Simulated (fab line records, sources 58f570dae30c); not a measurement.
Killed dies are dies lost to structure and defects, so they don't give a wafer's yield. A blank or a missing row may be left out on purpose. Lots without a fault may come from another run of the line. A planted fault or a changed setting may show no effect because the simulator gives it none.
One fault seen from 2 desks | flow berkeley_cmos170 | each desk has only its own numbers; what lay behind them comes last

THE METROLOGY DESK
What the gauges read, lot by lot, whatever tool the lot ran on: means of the sampled wafers that have a number. A lot is out of limits, marked OUT, if its mean lies more than 4 standard deviations from the usual mean; the brackets give that distance.
Columns: A = cd_nm at UCB170_V1_CD_MEAS_12, usual 699.7 nm
lot  | first seen here | A
L859 | day 7 09:19     | 697.7
L857 | day 7 09:43     | 701.0
L858 | day 7 09:59     | 699.3
L861 | day 7 17:34     | 700.6
L860 | day 7 17:46     | 699.7
L862 | day 8 07:06     | 700.6
L863 | day 8 11:32     | 700.2
L864 | day 9 00:00     | 700.5
L871 | day 10 09:09    | 701.1
L872 | day 10 19:40    | 701.6
L874 | day 11 14:16    | 699.0
L876 | day 11 14:32    | 699.7
L878 | day 11 21:10    | 698.5
L880 | day 12 16:54    | 699.2
This desk's finding: nothing out of limits on any of the 14 lots.

THE TOOL OWNER'S DESK: litho_track-02
The tool's own readings at UCB170_M1_SOFTBAKE_05 (time 60 s): means of the sampled wafers that have a number, for each lot that ran on this tool. A lot is out of limits, marked OUT, if its mean lies more than 4 standard deviations from the usual mean; the brackets give that distance.
Columns: A = exhaust_pa at UCB170_M1_SOFTBAKE_05, usual 44.8 Pa; B = heater_power_total_W at UCB170_M1_SOFTBAKE_05, usual 56.80 W; C = plate_temp_C at UCB170_M1_SOFTBAKE_05, usual 130.00 C
lot  | first seen here | A    | B               | C
L860 | day 7 08:00     | 44.4 | 56.80           | 130.03
L861 | day 7 08:00     | 45.0 | 56.79           | 130.04
L864 | day 8 16:00     | 45.2 | 56.81           | 130.05
L871 | day 10 01:00    | 46.0 | 57.91 (+25) OUT | 131.92 (+15) OUT
L872 | day 10 09:00    | 45.7 | 57.83 (+23) OUT | 131.77 (+14) OUT
This desk's finding: out of limits on L871, L872; first on L871, day 10 01:00 (heater_power_total_W at UCB170_M1_SOFTBAKE_05). In limits: L860, L861, L864.

PUT TOGETHER
The tool owner's desk could have raised an alarm at day 10 01:00, on L871, L872.
The metrology desk saw nothing out of limits.
The metrology desk has L871, L872 on record, within its limits.
Of the lots named, all ran UCB170_M1_SOFTBAKE_05 on litho_track-02.

WHAT THE SIMULATOR HAD PUT IN
Process parameter drift: litho_track-02, from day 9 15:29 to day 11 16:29, at UCB170_M1_SOFTBAKE_05. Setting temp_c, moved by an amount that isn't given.
Lots struck among those shown: L871, L872.
Hours from the fault's start to each desk's first reading out of limits: the tool owner's desk, 10.
